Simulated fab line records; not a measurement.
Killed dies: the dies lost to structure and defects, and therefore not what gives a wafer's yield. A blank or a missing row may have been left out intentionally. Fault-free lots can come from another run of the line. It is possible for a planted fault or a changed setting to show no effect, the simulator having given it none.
Struck lot and sound lot, side by side    flow berkeley_cmos170    13 out of 331 route steps
Sound: wafers L933.2, L933.4, L933.6. Struck: wafers L931.1, L931.2, L931.3. The cause comes at the end.
For every step that has rows: the tool of each side, followed by ch and its chambers, followed by its first start. Under that, the readings that differ: sound wafers    struck wafers    difference of the means    sigmas: that difference in standard deviations of wafers without a fault.
alike: a reading whose means differ by less than 2 such deviations, as well as words and numbers matching on both sides. not compared: withheld readings; readings where some wafer has no value; bounds like >300 that might hide an equal value; numbers whose values overlap and for which the record gives no deviation.
The two part at a step that has a row with sigmas, a row that says differs or no value, or rows on one side only. Numbers that don't overlap but have no deviation are shown without sigmas and don't part them. Lack of a reading on every wafer of one side parts them only where that side has two or more wafers.

UCB170_START_BOW_MEAS_00:
  sound: film_metro-04 at day 5 04:01; struck: film_metro-02 at day 4 18:00
  alike: INCOMING_BOW
then, 2 steps without rows for these wafers: UCB170_START_CLEAN_01 (cleans in dHF, time 60 s); UCB170_START_OXIDATION_02 (target thk 20 nm, ox time 1800 s).
UCB170_START_THK_MEAS_03:
  sound: film_metro-02 at day 5 05:50; struck: film_metro-01 at day 4 23:57
  alike: START_OXIDE_THK
then, 6 steps without rows for these wafers: UCB170_START_ANNEAL_04 (time 1200 s); UCB170_ZERO_HMDS_00 (prime time 60 s); UCB170_ZERO_COAT_01 (resist thk 900 nm); UCB170_ZERO_SOFTBAKE_02 (time 60 s); UCB170_ZERO_EXPOSE_03 (exposes mask PM MARKS, target cd 4000 nm); UCB170_ZERO_PEB_04.
UCB170_ZERO_DEVELOP_05: develop time 45 s.
  struck on litho_track-03, day 5 07:00; sound on litho_track-02 ch 0, day 5 13:00
  no value came back on the struck wafers for chill_plate_temp_C (C), develop_time_s (s); on the sound wafers chill_plate_temp_C (C) reads 22.96 23.11 22.96
reading                                sound            struck             difference  sigmas
model.KrF_of_ZERO_COAT_01.thk_nm (nm)  891 890.3 890.5  905.3 904.4 903.9  +13.9       
UCB170_ZERO_ETCH_06: etches SiO2 in CHF3/CF4/Ar, time 12 s.
  sound on rie_diel-04 ch 1,2,3, day 5 13:33; struck on rie_diel-02 ch 0,1,3, day 5 07:48
reading                sound              struck             difference  sigmas
oes_product_au (a.u.)  0.596 0.605 0.617  0.370 0.385 0.380  -0.228      -21
  alike: CHF3_flow_sccm, drypump_motor_current_A, rf_fwd_power_W, throttle_valve_pct
  not compared: rf_hours_counter_h
UCB170_ZERO_STRIP_07: strips in O2.
  sound on plasma_asher-01 ch 0,1, day 5 13:34; struck on plasma_asher-03 ch 0,1, day 5 07:50
reading                       sound              struck             difference  sigmas
strip_time_to_endpoint_s (s)  21.60 21.60 21.58  21.93 21.92 21.91  +0.33       +5
  alike: drypump_motor_current_A, oes_product_au
  not compared: rf_hours_counter_h

== WHERE THEY PART ==
At UCB170_ZERO_DEVELOP_05 first; at UCB170_ZERO_STRIP_07 last (within this record only).

WHY: the cause the simulator had injected
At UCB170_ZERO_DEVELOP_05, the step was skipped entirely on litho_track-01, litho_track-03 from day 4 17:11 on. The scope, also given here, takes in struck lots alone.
